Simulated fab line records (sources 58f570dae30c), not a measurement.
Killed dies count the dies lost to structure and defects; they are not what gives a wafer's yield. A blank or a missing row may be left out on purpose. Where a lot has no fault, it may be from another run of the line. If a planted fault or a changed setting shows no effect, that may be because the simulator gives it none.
Which tool is to blame? + flow berkeley cmos170 + 14 lots with 42 wafers sampled at 6 steps, on a route of 331 steps

## WHAT THE GAUGES READ, wafer by wafer
UCB170_M1_CD_MEAS_90: target cd 700 nm. Usual: 699.7 nm for cd nm, sd 1.9.
| lot  | measured     | on        | cd nm (nm)        | flag |
|------|--------------|-----------|-------------------|------|
| L831 | day 8 06:31  | cd sem-01 | 700.8 702.6 699.4 |      |
| L830 | day 8 07:02  | cd sem-01 | 699.4 699.7 698.1 |      |
| L833 | day 9 04:04  | cd sem-01 | 699.1 696.9 698.9 |      |
| L834 | day 9 04:56  | cd sem-01 | 700.9 701.3 700.3 |      |
| L835 | day 9 05:13  | cd sem-01 | 696.7 698.0 699.4 |      |
| L837 | day 9 18:23  | cd sem-01 | 686.5 685.9 684.8 | OFF  |
| L836 | day 9 19:15  | cd sem-01 | 700.2 701.9 699.4 |      |
| L839 | day 10 01:43 | cd sem-02 | 699.9 698.6 700.3 |      |
| L841 | day 10 23:29 | cd sem-01 | 690.6 688.9 687.9 | OFF  |
| L848 | day 12 10:31 | cd sem-01 | 700.2 701.1 700.1 |      |
| L846 | day 12 10:44 | cd sem-01 | 703.0 700.7 703.6 |      |
| L851 | day 12 17:54 | cd sem-02 | 696.3 696.8 697.7 |      |
| L850 | day 12 17:59 | cd sem-02 | 696.5 695.6 696.8 |      |
| L852 | day 13 00:40 | cd sem-02 | 697.5 700.4 699.0 |      |

UCB170_M2_CD_MEAS_90: target cd 700 nm. Usual: 699.9 nm for cd nm, sd 2.9.
| lot  | measured     | on        | cd nm (nm)        | flag |
|------|--------------|-----------|-------------------|------|
| L831 | day 8 13:58  | cd sem-02 | 705.7 706.1 706.9 |      |
| L830 | day 8 14:17  | cd sem-01 | 701.8 702.7 702.7 |      |
| L833 | day 9 12:32  | cd sem-01 | 704.7 703.3 702.1 |      |
| L834 | day 9 12:41  | cd sem-01 | 696.3 697.4 694.5 |      |
| L835 | day 9 12:25  | cd sem-01 | 697.0 693.9 696.7 |      |
| L837 | day 10 02:13 | cd sem-02 | 699.9 700.5 700.2 |      |
| L836 | day 10 02:31 | cd sem-02 | 702.7 700.8 703.2 |      |
| L839 | day 10 09:10 | cd sem-01 | 699.7 701.5 698.8 |      |
| L841 | day 11 10:45 | cd sem-02 | 704.9 701.7 703.1 |      |
| L848 | day 12 19:01 | cd sem-02 | 699.6 698.0 698.8 |      |
| L846 | day 12 19:24 | cd sem-02 | 698.5 700.9 697.3 |      |
| L851 | day 13 01:38 | cd sem-01 | 701.1 699.3 699.0 |      |
| L850 | day 13 03:24 | cd sem-02 | 700.5 698.6 694.6 |      |
| L852 | day 13 09:03 | cd sem-02 | 696.0 698.3 697.8 |      |

UCB170_M3_CD_MEAS_15: target cd 700 nm. Usual: 700.4 nm for cd nm, sd 1.1.
| lot  | measured     | on        | cd nm (nm)        | flag |
|------|--------------|-----------|-------------------|------|
| L831 | day 8 18:52  | cd sem-01 | 699.7 700.6 699.2 |      |
| L830 | day 8 19:17  | cd sem-02 | 701.2 699.5 700.9 |      |
| L833 | day 9 17:41  | cd sem-01 | 701.5 700.0 700.1 |      |
| L834 | day 9 18:07  | cd sem-01 | 701.5 700.7 702.0 |      |
| L835 | day 9 17:34  | cd sem-01 | 700.2 701.1 701.7 |      |
| L837 | day 10 07:34 | cd sem-01 | 700.9 700.6 699.7 |      |
| L836 | day 10 08:38 | cd sem-01 | 700.4 700.9 699.0 |      |
| L839 | day 10 15:58 | cd sem-02 | 701.0 701.4 701.3 |      |
| L841 | day 11 16:04 | cd sem-02 | 698.3 700.4 699.9 |      |
| L848 | day 13 01:16 | cd sem-02 | 700.1 698.2 698.8 |      |
| L846 | day 13 02:03 | cd sem-02 | 702.3 701.7 701.7 |      |
| L851 | day 13 08:58 | cd sem-01 | 701.7 700.3 702.2 |      |
| L850 | day 13 10:11 | cd sem-02 | 700.1 700.4 700.7 |      |
| L852 | day 13 13:36 | cd sem-02 | 698.8 698.1 698.6 |      |

UCB170_M3_BOW_MEAS_20. Usual: M3_BOW typically reads 36 um, with standard deviation 7.1.
| lot  | measured     | on            | M3_BOW (um) | flag |
|------|--------------|---------------|-------------|------|
| L831 | day 8 19:29  | film metro-01 | 57 36 40    |      |
| L830 | day 8 20:05  | film metro-01 | 37 26 35    |      |
| L833 | day 9 18:20  | film metro-03 | 31 50 35    |      |
| L834 | day 9 18:55  | film metro-03 | 38 46 30    |      |
| L835 | day 9 18:19  | film metro-01 | 40 38 27    |      |
| L837 | day 10 08:10 | film metro-03 | 26 32 32    |      |
| L836 | day 10 09:15 | film metro-01 | 33 27 33    |      |
| L839 | day 10 16:35 | film metro-04 | 28 35 41    |      |
| L841 | day 11 16:40 | film metro-01 | 40 39 39    |      |
| L848 | day 13 01:53 | film metro-01 | 35 40 43    |      |
| L846 | day 13 02:39 | film metro-01 | 41 29 25    |      |
| L851 | day 13 09:34 | film metro-03 | 34 38 40    |      |
| L850 | day 13 10:47 | film metro-03 | 29 39 31    |      |
| L852 | day 13 14:23 | film metro-03 | 25 33 15    |      |

## TOOL THAT RAN EACH LOT (tool first, then ch and the chambers of the sampled wafers, then the start)
| lot  | UCB170_M1_METAL_ETCH_12           | UCB170_M1_STRIP_13                   |
|------|-----------------------------------|--------------------------------------|
| L831 | rie metal-03 ch 0, day 8 06:13    | plasma asher-02 ch 0,1, day 8 06:25  |
| L830 | rie metal-02 ch 0,1, day 8 06:47  | plasma asher-02 ch 0,1, day 8 06:55  |
| L833 | rie metal-04 ch 0,1, day 9 03:50  | plasma asher-02 ch 0,1, day 9 03:58  |
| L834 | rie metal-02 ch 1, day 9 04:31    | plasma asher-02 ch 0,1, day 9 04:38  |
| L835 | rie metal-04 ch 0,1, day 9 04:59  | plasma asher-01 ch 0,1, day 9 05:07  |
| L837 | rie metal-04 ch 0,1, day 9 18:08  | plasma asher-01 ch 0,1, day 9 18:17  |
| L836 | rie metal-02 ch 0,1, day 9 19:01  | plasma asher-04 ch 0,1, day 9 19:09  |
| L839 | rie metal-03 ch 0, day 10 01:28   | plasma asher-04 ch 0,1, day 10 01:36 |
| L841 | rie metal-04 ch 0,1, day 10 23:15 | plasma asher-02 ch 0,1, day 10 23:23 |
| L848 | rie metal-02 ch 0,1, day 12 10:16 | plasma asher-04 ch 0,1, day 12 10:23 |
| L846 | rie metal-03 ch 0,1, day 12 10:31 | plasma asher-04 ch 0,1, day 12 10:38 |
| L851 | rie metal-02 ch 0,1, day 12 17:39 | plasma asher-04 ch 0,1, day 12 17:47 |
| L850 | rie metal-03 ch 0,1, day 12 17:41 | plasma asher-02 ch 0,1, day 12 17:50 |
| L852 | rie metal-02 ch 0,1, day 13 00:26 | plasma asher-02 ch 0,1, day 13 00:34 |
- UCB170_M1_METAL_ETCH_12: etches Al in Cl2/BCl3, stops on PSG, target depth 780 nm, time 130 s.
- UCB170_M1_STRIP_13: strips in O2.

## AS READ BY THE TOOLS THEMSELVES (means over the sampled wafers that have a number; for cases with no such wafer, the mark the record gives instead)
UCB170_M1_METAL_ETCH_12. Usual: drypump motor current A 5.8 A, standard deviation 0.66; oes product au 0.853 a.u., standard deviation 0.012; rf fwd power W 597.2 W, standard deviation 1.9; throttle valve pct 24.50 %, standard deviation 0.17.
| lot  | tool         | drypump motor current A (A) | oes product au (a.u.) | rf fwd power W (W) | throttle valve pct (%) | flag |
|------|--------------|-----------------------------|-----------------------|--------------------|------------------------|------|
| L831 | rie metal-03 | 5.6                         | 0.880                 | 601.0              | 24.32                  |      |
| L830 | rie metal-02 | 5.4                         | 0.837                 | 597.1              | 24.42                  |      |
| L833 | rie metal-04 | 5.9                         | 0.848                 | 599.0              | 24.70                  |      |
| L834 | rie metal-02 | 6.5                         | 0.853                 | 598.1              | 24.27                  |      |
| L835 | rie metal-04 | 5.9                         | 0.850                 | 596.1              | 24.71                  |      |
| L837 | rie metal-04 | 6.3                         | 0.846                 | 835.3              | 24.70                  | OFF  |
| L836 | rie metal-02 | 6.0                         | 0.842                 | 597.6              | 24.34                  |      |
| L839 | rie metal-03 | 5.5                         | 0.879                 | 596.8              | 24.32                  |      |
| L841 | rie metal-04 | 5.8                         | 0.856                 | 839.4              | 24.69                  | OFF  |
| L848 | rie metal-02 | 5.4                         | 0.847                 | 596.1              | 24.42                  |      |
| L846 | rie metal-03 | 5.6                         | 0.866                 | 598.7              | 24.41                  |      |
| L851 | rie metal-02 | 6.0                         | 0.855                 | 595.3              | 24.33                  |      |
| L850 | rie metal-03 | 5.6                         | 0.860                 | 598.0              | 24.51                  |      |
| L852 | rie metal-02 | 6.0                         | 0.846                 | 596.1              | 24.35                  |      |

UCB170_M1_STRIP_13. Usual: drypump motor current A 5.48 A, standard deviation 0.28; oes product au 0.720 a.u., standard deviation 0.0047.
| lot  | tool            | drypump motor current A (A) | oes product au (a.u.) | flag |
|------|-----------------|-----------------------------|-----------------------|------|
| L831 | plasma asher-02 | 5.51                        | 0.716                 |      |
| L830 | plasma asher-02 | 5.49                        | 0.722                 |      |
| L833 | plasma asher-02 | 5.47                        | 0.721                 |      |
| L834 | plasma asher-02 | 5.46                        | 0.722                 |      |
| L835 | plasma asher-01 | 5.47                        | 0.721                 |      |
| L837 | plasma asher-01 | 5.24                        | 0.613                 | OFF  |
| L836 | plasma asher-04 | 5.66                        | 0.716                 |      |
| L839 | plasma asher-04 | 5.67                        | 0.720                 |      |
| L841 | plasma asher-02 | 5.49                        | 0.613                 | OFF  |
| L848 | plasma asher-04 | 5.67                        | 0.718                 |      |
| L846 | plasma asher-04 | 5.35                        | 0.720                 |      |
| L851 | plasma asher-04 | 5.67                        | 0.719                 |      |
| L850 | plasma asher-02 | 5.52                        | 0.716                 |      |
| L852 | plasma asher-02 | 5.46                        | 0.716                 |      |

## THE ANSWER, worked out from the rows above alone
Rule: a lot is off if the mean of its wafers that have a number lies more than 3 standard deviations from the usual mean. A lot without any number at a reading at which 4 lots or more have one is off too. Where the step has rows for the other lots, those lots are counted as sound. Order of review: gauges by route order, followed by the tools' own readings, for which a lot's mean as printed above is used. At the first step where some lot is off, the reading lying furthest off is the one used; lots without a number count as furthest.
Off at UCB170_M1_CD_MEAS_90 (cd nm): L837, L841.
If a tool, at a process step before that reading, ran all the lots that are off and no sound lot after the first of them, it fits. Not tried: the gauges at UCB170_M1_CD_MEAS_90; whatever is off there is also off at UCB170_M1_METAL_ETCH_12, on other tools, and gauge error can't account for it. One fits: UCB170_M1_METAL_ETCH_12 on rie metal-04. A fault onset in the window from L835 (day 9 04:59, its last sound lot) to L837 (day 9 18:08, its first lot off) fits.
The tool's own readings at UCB170_M1_METAL_ETCH_12 bear it out: on the lots that are off they differ by more than 5 times the standard deviation of the sound lots' means. rf fwd power W reads 837.3 W there against 597.5 W on the sound lots.

## WHAT WAS PUT IN BY THE SIMULATOR
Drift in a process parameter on rie metal-04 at UCB170_M1_METAL_ETCH_12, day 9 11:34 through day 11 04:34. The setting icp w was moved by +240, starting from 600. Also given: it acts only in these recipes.
Struck lots among those shown: L837, L841. Same finding as the rule above.
